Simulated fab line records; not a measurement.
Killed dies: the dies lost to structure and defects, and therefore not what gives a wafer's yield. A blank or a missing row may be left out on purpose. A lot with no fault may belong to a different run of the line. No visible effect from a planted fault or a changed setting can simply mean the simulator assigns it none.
Which of the tools did it? ; flow berkeley-cmos170 ; at 1 step of a route of 331, 7 lots with 21 wafers sampled

## WHAT THE GAUGES READ, wafer by wafer
UCB170_NVT_OVL_MEAS_06.
lot;measured;on;NVT_OVL (nm)
L238;day 5 23:38;overlay-02;3 3 2
L241;day 6 04:24;overlay-02;8 -3 8
L245;day 7 07:03;overlay-01;-6 2 2
L248;day 7 14:19;overlay-01;6 0 2
L252;day 8 21:44;overlay-01;1 -5 -4
L256;day 9 10:35;overlay-02;-1 5 1
L257;day 10 00:52;overlay-02;11 4 2

## WHICH TOOL RAN EACH LOT (tool, then ch and the chambers of the sampled wafers, then the start)
No process step before these readings appears in the record.

## THE ANSWER, worked out from the rows above alone
Rule: usual is defined by the lots themselves. Put in order of their means at a reading, lots are off if they are a third of the lots or fewer, leave a main group of 4 or more, and stand apart from it by a gap of 3 or more times the standard deviation of the main group's means; of several such gaps the widest counts. The tables above print the reading to a certain number of digits; a main group whose means all agree to those digits is not used. Also off: a lot with no number at a reading for which 4 or more lots have one. All remaining lots with rows at the step are treated as sound.
Across all readings shown, no lot is off: no conclusion can be drawn from this.

## WHAT THE SIMULATOR HAD PUT IN
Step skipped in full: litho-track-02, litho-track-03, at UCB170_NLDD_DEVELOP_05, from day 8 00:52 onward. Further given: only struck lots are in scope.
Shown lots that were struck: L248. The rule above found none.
